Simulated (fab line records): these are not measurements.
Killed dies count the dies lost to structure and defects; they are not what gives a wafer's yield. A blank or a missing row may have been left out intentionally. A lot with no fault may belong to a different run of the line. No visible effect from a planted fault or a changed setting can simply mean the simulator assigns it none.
Which tool was responsible? ; flow berkeley-cmos170 ; 14 lots, 42 wafers sampled, at 3 steps of a route of 331

== WHAT THE GAUGES READ, wafer by wafer ==
UCB170_V2_CD_MEAS_12 targets a cd of 700 nm.
lot;measured;on;cd-nm (nm)
L217;day 7 23:13;cd-sem-02;698.2 698.4 698.5
L218;day 8 10:10;cd-sem-02;697.9 697.3 698.3
L219;day 8 22:46;cd-sem-01;701.9 701.7 701.6
L221;day 8 23:22;cd-sem-01;699.3 697.9 697.0
L222;day 9 07:11;cd-sem-02;703.5 703.6 703.0
L223;day 9 11:47;cd-sem-02;706.3 707.1 706.2 706.4 707.0 706.0
L224;day 9 14:48;cd-sem-02;701.7 700.3 700.9
L231;day 10 21:36;cd-sem-01;698.9 698.5 698.2
L229;day 10 22:28;cd-sem-02;698.5 698.8 698.0
L233;day 11 07:55;cd-sem-02;700.5 701.5 699.3
L236;day 11 15:49;cd-sem-01;703.1 702.3 702.7
L232;day 11 16:07;cd-sem-01;700.0 697.7 699.5
L239;day 12 07:46;cd-sem-02;700.6 699.4 700.1
L238;day 12 11:32;cd-sem-02;699.9 698.8 699.0

UCB170_V2_CD_MEAS_90 targets a cd of 700 nm.
lot;measured;on;cd-nm (nm)
L217;day 7 23:43;cd-sem-01;699.2 697.3 697.3
L218;day 8 10:36;cd-sem-02;696.4 697.7 697.8
L219;day 8 23:12;cd-sem-01;701.1 702.2 701.9
L221;day 8 23:49;cd-sem-01;697.5 697.2 696.6
L222;day 9 07:37;cd-sem-01;705.5 703.3 703.2
L223;day 9 14:16;cd-sem-01;707.2 706.6 706.0 707.5 706.9 706.1
L224;day 9 15:14;cd-sem-02;702.3 703.0 699.7
L231;day 10 22:07;cd-sem-01;699.8 698.5 697.9
L229;day 10 22:54;cd-sem-01;698.4 698.0 698.4
L233;day 11 08:22;cd-sem-02;701.3 700.5 698.4
L236;day 11 16:16;cd-sem-01;702.6 701.7 703.6
L232;day 11 16:33;cd-sem-02;699.6 696.8 700.2
L239;day 12 08:11;cd-sem-01;699.5 699.8 699.3
L238;day 12 11:58;cd-sem-02;702.1 699.3 700.5

== TOOL THAT RAN EACH LOT (tool first, then ch and the chambers of the sampled wafers, then the start) ==
lot;UCB170_V2_SOFTBAKE_08
L217;litho-track-03 ch 0, day 7 22:20
L218;litho-track-03 ch 0, day 8 09:31
L219;litho-track-01 ch 0, day 8 21:46
L221;litho-track-01 ch 0, day 8 22:40
L222;litho-track-01 ch 0, day 9 06:37
L223;litho-track-01 ch 0, day 9 11:07
L224;litho-track-04 ch 0, day 9 14:16
L231;litho-track-03 ch 0, day 10 20:37
L229;litho-track-04 ch 0, day 10 21:14
L233;litho-track-04 ch 0, day 11 07:08
L236;litho-track-04 ch 0, day 11 15:10
L232;litho-track-03 ch 0, day 11 15:28
L239;litho-track-03 ch 0, day 12 07:04
L238;litho-track-03 ch 0, day 12 10:52
- UCB170_V2_SOFTBAKE_08: time 60 s.

== AS READ BY THE TOOLS THEMSELVES (means over the sampled wafers that have a number; for cases with no such wafer, the mark the record gives instead) ==
UCB170_V2_SOFTBAKE_08.
lot;tool;heater-power-total-W (W);plate-temp-C (C)
L217;litho-track-03;56.80;130.13
L218;litho-track-03;56.82;130.08
L219;litho-track-01;56.77;130.02
L221;litho-track-01;56.82;130.00
L222;litho-track-01;57.79;132.01
L223;litho-track-01;57.80;131.62
L224;litho-track-04;56.79;130.19
L231;litho-track-03;56.75;130.08
L229;litho-track-04;56.78;130.12
L233;litho-track-04;56.79;130.03
L236;litho-track-04;56.79;130.04
L232;litho-track-03;56.83;129.95
L239;litho-track-03;56.81;130.17
L238;litho-track-03;56.78;130.17

== THE ANSWER, worked out from the rows above alone ==
Rule: the usual values come from the lots themselves. Put in order of their means at a reading, lots are off if they are a third of the lots or fewer, leave a main group of 4 or more, and stand apart from it by a gap of 3 or more times the standard deviation of the main group's means; of several such gaps the widest counts. Not used: any main group whose means are identical at the precision the tables above print for the reading. A lot without any number at a reading at which 4 lots or more have one is off too. The other lots that the step has rows for count as sound. Order of review: gauges by route order, followed by the tools' own readings, for which a lot's mean as printed above is used. At the first step where some lot is off, the reading lying furthest off is the one used; lots without a number count as furthest.
Off: L222, L223, at UCB170_V2_SOFTBAKE_08 (heater-power-total-W). The main group: mean 56.79 W, standard deviation 0.022.
A tool fits if, at that step or a process step before it, it ran every lot that is off, and no sound lot after the first of them. One candidate fits, namely litho-track-01 at UCB170_V2_SOFTBAKE_08. A fault onset in the window from L221 (day 8 22:40, its last sound lot) to L222 (day 9 06:37, its first lot off) fits.
The tool's own readings at UCB170_V2_SOFTBAKE_08 bear it out: on the lots that are off they differ by more than 5 times the standard deviation of the sound lots' means. heater-power-total-W reads 57.80 W there against 56.79 W on the sound lots; plate-temp-C reads 131.81 C there against 130.08 C on the sound lots.

== WHAT WAS PUT IN BY THE SIMULATOR ==
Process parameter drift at UCB170_V2_SOFTBAKE_08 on litho-track-01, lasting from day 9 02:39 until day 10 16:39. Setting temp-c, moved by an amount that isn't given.
Struck lots among those shown: L222, L223. The same result came from the rule above.
